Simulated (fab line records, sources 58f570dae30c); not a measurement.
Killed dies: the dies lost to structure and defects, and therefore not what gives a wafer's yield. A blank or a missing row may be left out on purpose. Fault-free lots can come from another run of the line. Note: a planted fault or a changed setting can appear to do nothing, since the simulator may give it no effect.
Comparing a struck lot with a sound one -- flow berkeley-cmos170 -- 17 steps out of a route of 331
Sound: the wafers L694.1, L694.3, L694.4. Wafers struck: L713.1, L713.2, L713.5. The cause is given at the end.
Order at every step that has rows: each side's tool, ch and its chambers, its first start. Under that, the readings that differ: sound wafers -- struck wafers -- difference of the means -- sigmas: that difference in standard deviations of wafers without a fault.
alike: readings whose means differ by less than 2 such deviations, and words and numbers that are the same on both sides. not compared: withheld readings, readings that some wafer has no value for, bounds like >300 that may hide the same value, and numbers for which the record gives no deviation and whose values overlap.
A row with sigmas, a row that says differs or no value, or rows on one side alone: a step with any of these is where the two part. Non-overlapping numbers with no deviation appear without sigmas and do not part them. Lack of a reading on every wafer of one side parts them only where that side has two or more wafers.

first, 1 step without rows for these wafers: UCB170_GATE_DEVELOP_11 (develop time 45 s).
UCB170_GATE_CD_MEAS_12: target cd 350 nm.
  sound on cd-sem-01, day 7 12:02; struck on cd-sem-02, day 11 02:29
reading,sound,struck,difference,sigmas
cd-nm (nm),352.1 350.8 352.7,347.6 347.1 348.2,-4.2,-3
UCB170_GATE_OVL_MEAS_13:
  sound on overlay-01, day 7 12:10; struck on overlay-02, day 11 02:36
  alike: GATE_OVL
UCB170_GATE_ETCH_14: etches BARC in N2/H2.
  sound on rie-diel-03 ch 1,2,3, day 7 12:11; struck on rie-diel-03 ch 0,1, day 11 02:38
  alike: drypump-motor-current-A, h2-flow-sccm, oes-product-au, throttle-valve-pct
UCB170_GATE_ETCH_15: etches poly-Si in HBr/Cl2, stops on SiO2, time 56.3 s, target depth 278.2 nm.
  sound on rie-si-01 ch 0,1,2, day 7 12:14; struck on rie-si-01 ch 0,2,3, day 11 02:41
  alike: drypump-motor-current-A, oes-product-au, throttle-valve-pct
  not compared: rf-hours-counter-h
UCB170_GATE_STRIP_16: strips in O2.
  sound on plasma-asher-02 ch 0,1, day 7 12:17; struck on plasma-asher-02 ch 0,1, day 11 02:44
  alike: drypump-motor-current-A, oes-product-au
  not compared: rf-hours-counter-h
UCB170_GATE_CD_MEAS_90: target cd 350 nm.
  sound on cd-sem-02, day 7 12:23; struck on cd-sem-02, day 11 02:53
reading,sound,struck,difference,sigmas
cd-nm (nm),352.4 351.7 352.3,348.2 347.4 349.2,-3.9,-2
then, 5 steps without rows for these wafers: UCB170_GATE_CLEAN_17 (cleans in SPM, time 600 s); UCB170_PLDD_HMDS_00 (prime time 60 s); UCB170_PLDD_COAT_01 (resist thk 900 nm); UCB170_PLDD_SOFTBAKE_02 (time 60 s); UCB170_PLDD_EXPOSE_03 (exposes mask PSELECT, target cd 1200 nm).
UCB170_PLDD_PEB_04:
  sound on litho-track-04 ch 0, day 7 15:26; struck on litho-track-04 ch 0, day 11 05:33
reading,sound,struck,difference,sigmas
heater-power-total-W (W),56.79 56.82 56.83,57.56 57.63 57.56,+0.77,+17
then, 1 step without rows for these wafers: UCB170_PLDD_DEVELOP_05 (develop time 45 s).
UCB170_PLDD_CD_MEAS_06: target cd 1200 nm.
  sound on cd-sem-01, day 7 15:43; struck on cd-sem-02, day 11 05:49
reading,sound,struck,difference,sigmas
cd-nm (nm),1201.0 1200.1 1199.9,1196.5 1195.6 1196.7,-4.1,-3
UCB170_PLDD_OVL_MEAS_07:
  sound on overlay-02, day 7 15:50; struck on overlay-02, day 11 05:56
  alike: PLDD_OVL
after that, 1 step had no rows for these wafers: UCB170_M3_PROBE_99.

== WHERE THEY PART ==
Last at UCB170_PLDD_CD_MEAS_06 as far as this record goes, first at UCB170_GATE_CD_MEAS_12. Later steps at which nothing parts them and some readings are alike: UCB170_PLDD_OVL_MEAS_07.

WHY: what the simulator had put in
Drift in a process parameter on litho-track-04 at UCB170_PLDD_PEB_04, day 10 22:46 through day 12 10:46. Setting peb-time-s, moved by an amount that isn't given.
